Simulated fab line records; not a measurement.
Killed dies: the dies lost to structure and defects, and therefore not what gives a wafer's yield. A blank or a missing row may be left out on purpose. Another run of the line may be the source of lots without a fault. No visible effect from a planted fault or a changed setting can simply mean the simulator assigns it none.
8D (eight disciplines) problem report, filled in by code / flow rit_cmos / the parts of the form that need people (team, actions taken, sign-off) are left out

== 1. WHAT WENT WRONG ==
tube_center_temp_C at RIT_M1_ANNEAL_15 reads a mean of 520 C on 9 wafers of 3 lots; wafers without a fault read 450 C with a standard deviation of 0.043. That is +99 or more standard deviations from the usual mean.
The step: time 1800 s.
The first sign was on wafer L395.4 at day 4 13:00, on furnace-02. The record has a number at this step for 39 wafers belonging to 13 lots. Rule for "out" (also "out of limits"): further than 4 standard deviations from the usual mean. All remaining wafers that have a number are taken as sound.

== 2. WHAT IT IS; WHAT IT IS NOT ==
question=which readings at this step | is=tube_center_temp_C, spike_tc_centre_C, spike_tc_load_C, spike_tc_source_C, tube_center_temp_C_max, zone_power_centre_pct, zone_power_load_pct, zone_power_source_pct | is not=-
question=which lots | is=L395, L396, L397 | is not=L390, L391, L392, L393, L394, L409, L410, L411, L412, L413
question=which wafers of those lots | is=all that have a number | is not=-
question=read on which tools | is=furnace-02 | is not=-
question=when | is=from day 4 13:00 | is not=up to then (15 sound wafers); but 15 sound wafers of L409, L410, L411, L412, L413 came after

== 3. WHAT RULES OUT EACH SUSPECT ==
Counting: any tool at a process step up to the reading is kept as a suspect provided that every lot that is out went through it and no sound lot did after the first of them.
- furnace-02 at RIT_M1_ANNEAL_15 (time 1800 s): ruled out as a lasting fault. After its first lot that is out, L395 (day 4 13:00), sound lots L409, L410, L411, L412, L413 ran on it.
Left after counting: nothing in the record.

== 4. THE CAUSE (what the simulator had put in) ==
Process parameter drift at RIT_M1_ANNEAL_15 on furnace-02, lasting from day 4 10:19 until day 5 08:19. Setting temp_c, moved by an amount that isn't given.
Counting ruled it out, wrongly.

== 5. THE EFFECT CHAIN, in route order ==
Each row: a reading whose mean over the struck wafers that have a number lies more than 3 standard deviations from the usual. Scope: only readings with a usual standard deviation given in the record; hours: median across lots of the time from each lot's start at the first step in this table that gives one to its start at this step; sigmas: change in usual standard deviations.
hours=0; step=RIT_M1_ANNEAL_15; reading=spike_tc_centre_C; usual=452.5 C; on struck wafers=522.6; change=+70.1; sigmas=+79
hours=0; step=RIT_M1_ANNEAL_15; reading=spike_tc_load_C; usual=472.7 C; on struck wafers=543.8; change=+71.1; sigmas=+65
hours=0; step=RIT_M1_ANNEAL_15; reading=spike_tc_source_C; usual=469.8 C; on struck wafers=540.9; change=+71.1; sigmas=+71
hours=0; step=RIT_M1_ANNEAL_15; reading=tube_center_temp_C; usual=450 C; on struck wafers=520; change=+70; sigmas=+99 or more
hours=0; step=RIT_M1_ANNEAL_15; reading=tube_center_temp_C_max; usual=451.16; on struck wafers=521.09; change=+69.93; sigmas=+99 or more
hours=0; step=RIT_M1_ANNEAL_15; reading=zone_power_centre_pct; usual=19.44 %; on struck wafers=22.74; change=+3.30; sigmas=+17
hours=0; step=RIT_M1_ANNEAL_15; reading=zone_power_load_pct; usual=6.48 %; on struck wafers=8.28; change=+1.80; sigmas=+30
hours=0; step=RIT_M1_ANNEAL_15; reading=zone_power_source_pct; usual=6.59 %; on struck wafers=8.40; change=+1.81; sigmas=+28
Its process steps:
- RIT_M1_ANNEAL_15: time 1800 s.

== 6. WHAT WOULD HAVE CAUGHT IT SOONER ==
In this record no reading fell out of limits until day 4 13:00, 3 hours after the fault had begun at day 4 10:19.
